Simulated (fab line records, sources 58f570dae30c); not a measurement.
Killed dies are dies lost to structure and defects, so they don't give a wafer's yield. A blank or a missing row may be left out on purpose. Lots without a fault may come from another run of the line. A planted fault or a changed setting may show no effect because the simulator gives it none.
fab line records | flow berkeley_cmos170
record lots=15 wafers=45 last_day=12
route steps=331 shown PWELL@48 GATE@130 CONTACT@218
lots that met no fault: from a run of the same line without faults
start_h: hours from the record's first day to the start of the lot's first wafer shown | wait_h: hours since the lot's step before | " the same as in the row above | L1.1+2: a row that stands for several wafers | - no value, or no start given | * or withheld: withheld | < > ~ a bound
route shown NAME@n: a module of which the file shows steps, and the number in the route of the first | usual: mean/standard deviation of fault-free wafers | same: alike in all rows | chamber/n: place in a boat | sites: the reading at each site | _std_site: their standard deviation | _edge_site: outer sites' mean less inner sites' | radius_mm: how far each site lies from the wafer's centre | mask NAME#n: copy n | behind: the tool/chamber that last shaped the wafer | hold: why the lot was held/for how many hours/how that ended | device: the transistor (n, p or np) that didn't switch | end of line: the same wafers' tests at the end of the route | a step without rows: its recipe alone | killed: dies lost to structure and defects at the first sort, not the wafer's yield | map: a wafer's dies, x killed, . not, _ none there
set.NAME: the setting as run; set.NAME@STEP: as run at that earlier step | model.NAME: the simulator's own value behind a step, which no gauge read
steps of the route over a sample of lots; a table a step, a row a wafer
services: from which hour (start_h, from the record's first day; less than 0 if before it) a tool's chamber was out of use, for how many hours, and why
## steps
# step UCB170_PWELL_ETCH_14
# recipe chemistry=CH3F/Ar/O2 target=Si3N4 stop_on=SiO2 CH3F_flow_sccm=20 Ar_flow_sccm=50 O2_flow_sccm=7 pressure_mtorr=50 rf_w=450 target_depth_a=2420 over_etch_frac=0.1 time_s=151
# usual drypump_motor_current_A=5.7/0.37 oes_product_au=0.939/0.014 throttle_valve_pct=8.09/0.098
# columns lot.wafer tool chamber start_h wait_h drypump_motor_current_A oes_product_au rf_hours_counter_h throttle_valve_pct
L184.1 rie_diel-02 3 47.39 0.0 5.1 0.929 133 7.94
L184.4 " 2 " " 5.1 0.939 - 8.02
L184.5 " 3 " " 5.1 0.929 - 7.94
L185.4 rie_diel-04 1 53.00 0.0 5.7 0.920 123 8.14
L185.5 " 2 " " 6.1 0.948 - 8.07
L185.6 " 1 " " 5.8 0.927 - 8.13
L186.1 rie_diel-04 3 55.63 0.0 5.7 0.942 141 8.14
L186.3 " 2 " " 6.1 0.933 8 8.06
L186.4 " 0 " " 6.0 0.953 3 8.17
L187.1 rie_diel-02 3 61.86 0.0 5.1 0.929 134 7.92
L187.2 " 2 " " 5.1 0.947 73 8.01
L187.5 " 1 " " 5.4 0.979 - 8.08
L188.1 rie_diel-03 0 72.77 0.0 5.4 0.938 46 7.90
L188.3 " 2 " " 5.6 0.926 124 8.19
L188.4 " 1 " " 5.7 0.943 4 8.00
L189.2 rie_diel-04 2 72.89 0.0 6.1 0.928 9 8.07
L189.3 " 1 " " 5.7 0.912 124 8.14
L189.5 " 0 " " 6.0 0.947 - 8.15
L190.1 rie_diel-04 0 78.77 0.0 6.0 0.943 4 8.18
L190.5 " 1 " " 5.7 0.910 - 8.14
L190.6 " 0 " " 6.0 0.941 - 8.16
L192.2 rie_diel-03 0 94.69 0.0 5.5 0.933 47 7.91
L192.4 " 2 " " 5.6 0.923 126 8.17
L192.5 " 1 " " 5.7 0.948 - 8.02
L195.3 rie_diel-03 1 105.21 0.0 5.7 0.957 5 8.02
L195.4 " 0 " " 5.4 0.948 48 7.91
L195.6 " 1 " " 5.7 0.958 - 8.03
L196.2 rie_diel-02 1 113.50 0.0 5.4 0.962 3 8.09
L196.5 " 0 " " 6.0 0.940 - 8.02
L196.6 " 3 " " 5.1 0.939 - 7.94
L197.2 rie_diel-03 3 113.68 0.0 4.7 0.919 17 8.31
L197.5 " 0 " " 5.5 0.949 - 7.92
L197.6 " 3 " " 4.7 0.915 - 8.31
L201.1 rie_diel-04 2 133.94 0.0 6.1 0.929 13 8.08
L201.5 " 3 " " 5.8 0.938 - 8.12
L201.6 " 2 " " 6.1 0.930 - 8.06
L202.2 rie_diel-03 2 137.96 0.0 5.6 0.932 128 8.17
L202.4 " 1 " " 5.7 0.953 7 8.03
L202.5 " 1 " " 5.7 0.945 - 8.03
L206.2 rie_diel-04 0 158.57 0.0 6.0 0.957 8 8.17
L206.4 " 3 " " 5.7 0.943 147 8.14
L206.5 " 3 " " 5.7 0.951 - 8.14
L207.2 rie_diel-04 1 162.25 0.0 5.7 0.931 128 8.14
L207.3 " 0 " " 6.0 0.955 8 8.16
L207.6 " 2 " " 6.1 0.936 - 8.06
# step UCB170_GATE_CVD_04
# recipe material=poly-Si temp_c=610 precursor=SiH4 time_s=1440 pressure_mtorr=375 target_thk_nm=214 sih4_flow_sccm=120
# usual spike_tc_centre_C=612.2/1.4 spike_tc_load_C=631.2/2.3 spike_tc_source_C=630.9/2.3 susceptor_temp_C=610.01/0.27
# columns lot.wafer tool chamber start_h wait_h spike_tc_centre_C spike_tc_load_C spike_tc_source_C susceptor_temp_C
L184.1 lpcvd-01 0 119.19 0.9 611.6 632.7 635.4 609.84
L184.4 " 0 " " 612.3 631.4 633.7 609.95
L184.5 " 0 " " 612.0 632.1 633.8 610.05
L185.4 lpcvd-01 0 119.19 0.9 614.5 632.6 634.0 609.95
L185.5 " 0 " " 613.3 632.0 634.6 609.99
L185.6 " 0 " " 613.5 630.8 632.2 609.82
L186.1 lpcvd-02 0 125.40 0.0 612.5 634.5 633.6 610.18
L186.3 " 0 " " 613.1 635.0 631.2 610.01
L186.4 " 0 " " 614.1 634.0 629.9 610.15
L187.1 lpcvd-01 0 131.72 0.0 613.7 631.6 632.7 610.12
L187.2 " 0 " " 613.9 630.7 633.0 610.00
L187.5 " 0 " " 613.6 631.8 634.8 609.67
L188.1 lpcvd-02 1 144.12 0.9 613.3 627.4 628.8 610.00
L188.3 " 1 " " 610.0 629.8 628.4 609.83
L188.4 " 1 " " 612.1 628.0 629.1 610.31
L189.2 lpcvd-02 0 144.12 0.9 612.9 634.0 630.6 610.01
L189.3 " 0 " " 612.3 633.7 632.2 609.82
L189.5 " 0 " " 612.4 633.5 630.3 610.17
L190.1 lpcvd-01 0 147.70 0.0 612.7 632.5 633.9 610.05
L190.5 " 0 " " 613.0 631.2 634.8 610.65
L190.6 " 0 " " 614.6 632.7 634.6 609.90
L192.2 lpcvd-02 0 166.38 0.0 600.4 622.4 621.2 598.04
L192.4 " 0 " " 600.5 622.1 619.7 597.98
L192.5 " 0 " " 598.7 622.2 620.4 598.20
L195.3 lpcvd-01 0 175.42 0.0 614.2 632.6 632.7 610.57
L195.4 " 0 " " 612.4 629.2 633.4 609.95
L195.6 " 0 " " 613.7 631.2 633.3 610.31
L196.2 lpcvd-02 0 182.78 0.0 602.7 622.9 620.1 598.54
L196.5 " 0 " " 602.2 621.9 618.6 597.94
L196.6 " 0 " " 602.0 622.0 619.6 598.03
L197.2 lpcvd-02 1 182.78 0.0 601.2 617.2 615.7 598.07
L197.5 " 1 " " 598.0 617.8 616.4 598.39
L197.6 " 1 " " 598.8 616.6 615.7 597.61
L201.1 lpcvd-01 1 201.45 0.0 610.0 629.8 629.4 610.46
L201.5 " 1 " " 611.3 630.7 628.3 609.83
L201.6 " 1 " " 610.5 630.1 628.9 610.46
L202.2 lpcvd-01 1 201.45 0.0 610.3 630.2 629.3 610.09
L202.4 " 1 " " 609.3 631.3 632.1 610.01
L202.5 " 1 " " 611.1 628.6 630.1 609.61
L206.2 lpcvd-02 0 235.93 0.0 613.3 635.2 631.9 609.79
L206.4 " 0 " " 610.3 634.5 632.8 610.33
L206.5 " 0 " " 613.3 635.0 629.8 610.45
L207.2 lpcvd-02 1 235.93 0.0 612.1 629.6 630.1 610.81
L207.3 " 1 " " 611.0 628.3 629.8 610.72
L207.6 " 1 " " 610.6 629.0 628.4 610.07
# step UCB170_GATE_THK_MEAS_05
# recipe reads=poly-Si_of_GATE_CVD_04
# usual GATE_POLY_THK=215.4/2
# columns lot.wafer tool chamber start_h wait_h GATE_POLY_THK[nm]
L184.1 film_metro-02 - 120.59 0.0 213.1
L184.4 " - " " 213.5
L184.5 " - " " 213.7
L185.4 film_metro-03 - 120.62 0.0 215.6
L185.5 " - " " 215.9
L185.6 " - " " 214.5
L186.1 film_metro-02 - 127.50 0.0 215.4
L186.3 " - " " 216.0
L186.4 " - " " 215.3
L187.1 film_metro-02 - 133.12 0.0 212.9
L187.2 " - " " 214.4
L187.5 " - " " 214.6
L188.1 film_metro-02 - 145.52 0.0 212.3
L188.3 " - " " 212.5
L188.4 " - " " 212.8
L189.2 film_metro-04 - 145.53 0.0 218.3
L189.3 " - " " 219.1
L189.5 " - " " 220.6
L190.1 film_metro-02 - 149.10 0.0 215.0
L190.5 " - " " 216.5
L190.6 " - " " 216.3
L192.2 film_metro-04 - 167.79 0.0 159.7
L192.4 " - " " 160.6
L192.5 " - " " 160.1
L195.3 film_metro-03 - 176.84 0.0 212.3
L195.4 " - " " 211.9
L195.6 " - " " 212.2
L196.2 film_metro-04 - 184.19 0.0 163.3
L196.5 " - " " 162.3
L196.6 " - " " 161.5
L197.2 film_metro-02 - 184.19 0.0 165.9
L197.5 " - " " 163.9
L197.6 " - " " 165.7
L201.1 film_metro-02 - 202.85 0.0 211.3
L201.5 " - " " 212.5
L201.6 " - " " 213.3
L202.2 film_metro-04 - 202.86 0.0 215.9
L202.4 " - " " 217.5
L202.5 " - " " 216.9
L206.2 film_metro-03 - 237.34 0.0 213.6
L206.4 " - " " 215.2
L206.5 " - " " 215.4
L207.2 film_metro-04 - 237.34 0.0 216.7
L207.3 " - " " 217.3
L207.6 " - " " 216.7
# step UCB170_GATE_OVL_MEAS_13
# usual GATE_OVL=0/5.5
# columns lot.wafer tool chamber start_h wait_h GATE_OVL[nm]
L184.1 overlay-01 - 121.95 0.1 -9
L184.4 " - " " -2
L184.5 " - " " -2
L185.4 overlay-01 - 122.24 0.1 3
L185.5 " - " " 0
L185.6 " - " " -1
L186.1 overlay-02 - 128.52 0.1 -8
L186.3 " - " " -4
L186.4 " - " " -3
L187.1 overlay-02 - 135.60 0.1 -8
L187.2 " - " " -4
L187.5 " - " " -11
L188.1 overlay-01 - 146.88 0.1 1
L188.3 " - " " -7
L188.4 " - " " -2
L189.2 overlay-02 - 147.04 0.1 4
L189.3 " - " " 1
L189.5 " - " " -10
L190.1 overlay-02 - 150.62 0.1 1
L190.5 " - " " 8
L190.6 " - " " 3
L192.2 overlay-02 - 168.98 0.1 6
L192.4 " - " " 6
L192.5 " - " " 10
L195.3 overlay-01 - 178.37 0.1 2
L195.4 " - " " 3
L195.6 " - " " 5
L196.2 overlay-02 - 185.21 0.1 0
L196.5 " - " " 0
L196.6 " - " " -1
L197.2 overlay-01 - 185.48 0.1 -2
L197.5 " - " " 1
L197.6 " - " " -2
L202.2 overlay-02 - 204.26 0.1 -2
L202.4 " - " " -1
L202.5 " - " " -2
L201.1 overlay-01 - 204.37 0.1 -3
L201.5 " - " " 2
L201.6 " - " " 1
L206.2 overlay-01 - 238.35 0.1 8
L206.4 " - " " 9
L206.5 " - " " 21
L207.2 overlay-02 - 238.64 0.1 12
L207.3 " - " " 10
L207.6 " - " " 9
# step UCB170_GATE_ETCH_15
# recipe chemistry=HBr/Cl2 target=poly-Si stop_on=SiO2 over_etch_frac=0.3 icp_w=300 bias_w=150 time_s=56.3 pressure_mtorr=15 HBr_flow_sccm=150 Cl2_flow_sccm=50 target_depth_a=2782
# usual drypump_motor_current_A=5.8/0.69 oes_product_au=0.840/0.014 throttle_valve_pct=26.42/0.23
# columns lot.wafer tool chamber start_h wait_h drypump_motor_current_A oes_product_au rf_hours_counter_h throttle_valve_pct
L184.1 rie_si-01 0 122.03 - 6.0 0.836 116 26.29
L184.4 " 3 " " 6.3 0.848 44 26.71
L184.5 " 3 " " 6.3 0.851 - 26.70
L185.4 rie_si-02 0 122.30 - 6.0 0.832 0 26.00
L185.5 " 2 " " 5.1 0.831 - 26.66
L185.6 " 3 " " 6.5 0.850 - 26.54
L186.1 rie_si-01 2 128.60 - 4.6 0.833 40 26.34
L186.3 " 1 " " 6.7 0.851 129 26.35
L186.4 " 3 " " 6.3 0.851 44 26.70
L187.1 rie_si-02 1 135.67 - 5.4 0.845 61 26.19
L187.2 " 3 " " 6.5 0.846 117 26.54
L187.5 " 2 " " 5.1 0.835 - 26.64
L188.1 rie_si-01 3 146.96 - 6.3 0.848 44 26.71
L188.3 " 0 " " 5.9 0.836 116 26.29
L188.4 " 2 " " 4.6 0.819 - 26.35
L189.2 rie_si-02 0 147.12 - 6.0 0.843 0 25.99
L189.3 " 2 " " 5.1 0.844 63 26.64
L189.5 " 2 " " 5.1 0.841 - 26.65
L190.1 rie_si-01 0 150.70 - 6.0 0.839 116 26.27
L190.5 " 2 " " 4.6 0.841 - 26.36
L190.6 " 0 " " 6.0 0.846 - 26.29
L192.2 rie_si-01 0 169.05 - 6.0 0.694 116 26.28
L192.4 " 3 " " 6.3 0.707 44 26.71
L192.5 " 1 " " 6.7 0.672 - 26.53
L195.3 rie_si-01 2 178.44 - 4.6 0.823 40 26.34
L195.4 " 1 " " 6.7 0.813 0 26.52
L195.6 " 3 " " 6.3 0.840 - 26.71
L196.2 rie_si-01 0 185.28 - 6.0 0.699 116 26.29
L196.5 " 3 " " 6.3 0.714 - 26.72
L196.6 " 0 " " 5.9 0.695 - 26.30
L197.2 rie_si-02 3 185.56 - 6.4 0.722 117 26.54
L197.5 " 3 " " 6.5 0.715 - 26.53
L197.6 " 2 " " 5.1 0.707 - 26.63
L202.2 rie_si-02 1 204.33 - 5.4 0.852 61 26.21
L202.4 " 0 " " 6.0 0.840 - 25.98
L202.5 " 2 " " 5.1 0.840 - 26.65
L201.1 rie_si-01 2 204.45 - 4.6 0.822 40 26.36
L201.5 " 1 " " 6.7 0.809 - 26.50
L201.6 " 2 " " 4.6 0.824 - 26.34
L206.2 rie_si-01 3 238.45 - 6.3 0.851 44 26.70
L206.4 " 2 " " 4.6 0.831 40 26.34
L206.5 " 3 " " 6.3 0.855 - 26.72
L207.2 rie_si-02 3 238.71 - 6.5 0.833 0 26.44
L207.3 " 2 " " 5.1 0.846 64 26.62
L207.6 " 0 " " 6.0 0.841 - 25.99
# step UCB170_CONTACT_THK_MEAS_02
# recipe reads=PSG_of_CONTACT_CVD_01
# usual CONTACT_PSG_THK=706/6.1
# columns lot.wafer tool chamber start_h wait_h CONTACT_PSG_THK[nm]
L184.1 film_metro-04 - 139.89 0.0 706
L184.4 " - " " 705
L184.5 " - " " 702
L185.4 film_metro-04 - 141.70 0.0 702
L185.5 " - " " 700
L185.6 " - " " 700
L186.1 film_metro-04 - 144.12 0.0 717
L186.3 " - " " 713
L186.4 " - " " 711
L187.1 film_metro-02 - 152.80 0.0 703
L187.2 " - " " 703
L187.5 " - " " 701
L188.1 film_metro-02 - 165.13 0.0 723
L188.3 " - " " 714
L188.4 " - " " 722
L189.2 film_metro-04 - 165.14 0.0 704
L189.3 " - " " 704
L189.5 " - " " 698
L190.1 film_metro-02 - 171.08 0.0 705
L190.5 " - " " 710
L190.6 " - " " 703
L192.2 film_metro-03 - 186.07 0.0 708
L192.4 " - " " 707
L192.5 " - " " 715
L195.3 film_metro-02 - 201.47 0.0 706
L195.4 " - " " 702
L195.6 " - " " 706
L196.2 film_metro-02 - 208.25 0.0 698
L196.5 " - " " 691
L196.6 " - " " 704
L197.2 film_metro-04 - 208.25 0.0 705
L197.5 " - " " 711
L197.6 " - " " 709
L201.1 film_metro-04 - 222.41 0.0 694
L201.5 " - " " 693
L201.6 " - " " 701
L202.2 film_metro-04 - 222.99 0.0 703
L202.4 " - " " 709
L202.5 " - " " 704
L206.2 film_metro-02 - 255.05 0.0 711
L206.4 " - " " 707
L206.5 " - " " 712
L207.2 film_metro-04 - 256.74 0.0 702
L207.3 " - " " 705
L207.6 " - " " 710
## services
# columns tool chamber start_h hours kind
rie_si-02 0 28.20 - clean
rie_si-02 0 28.20 31.5 scheduled_down
rie_si-02 0 28.20 31.5 vent_cycle
rie_diel-02 2 34.54 12.4 repair
lpcvd-02 - 63.71 0.8 repair
rie_diel-03 3 83.83 1.3 repair
rie_diel-03 1 99.21 2.8 repair
lpcvd-02 - 102.17 0.8 repair
rie_diel-03 - 116.01 2.8 pm
rie_diel-02 - 127.79 15.6 pm
rie_si-01 1 140.12 - clean
rie_si-01 1 140.12 18.1 scheduled_down
rie_si-01 1 140.12 18.1 vent_cycle
rie_diel-02 - 145.61 0.7 repair
rie_diel-04 1 150.85 3.4 repair
rie_si-01 0 155.04 8.4 repair
rie_diel-04 1 174.40 9.4 repair
rie_si-01 0 191.61 - clean
rie_si-01 0 191.61 32.2 scheduled_down
rie_si-01 0 191.61 32.2 vent_cycle
rie_diel-04 3 192.97 - clean
rie_diel-04 3 192.97 19.9 scheduled_down
rie_diel-04 3 192.97 19.9 vent_cycle
rie_diel-03 - 213.15 28.1 pm
## key
first_sign step=UCB170_GATE_CVD_04 reading=susceptor_temp_C direction=down sigmas=45 usual=* struck=*
effect step=UCB170_GATE_CVD_04 reading=spike_tc_centre_C direction=down sigmas=8.2 usual=612.2 struck=600.5
effect step=UCB170_GATE_THK_MEAS_05 reading=GATE_POLY_THK direction=down sigmas=27 usual=215.4 struck=162.6
effect step=UCB170_GATE_ETCH_15 reading=oes_product_au direction=down sigmas=9.9 usual=0.840 struck=0.703
met_at UCB170_GATE_CVD_04
struck_lots L192,L196,L197
tester_left_out L192,L196,L197
not_acting_at UCB170_PWELL_ETCH_14,UCB170_GATE_OVL_MEAS_13,UCB170_CONTACT_THK_MEAS_02
onset_between 144.12 166.38
fault kind=process_parameter_drift tool=lpcvd-02 chamber=- onset_h=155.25 steps=UCB170_GATE_CVD_04 channel=temp_c offset=* shape=step end_h=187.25 acts_in=* stated=*
# tester_left_out: of these lots the tester's yield and bins aren't shown, on N5 and GAA mostly nor the transistor test; their killed dies are dies lost to structure and defects alone, not to doping, threshold or leakage, so they don't give the yield
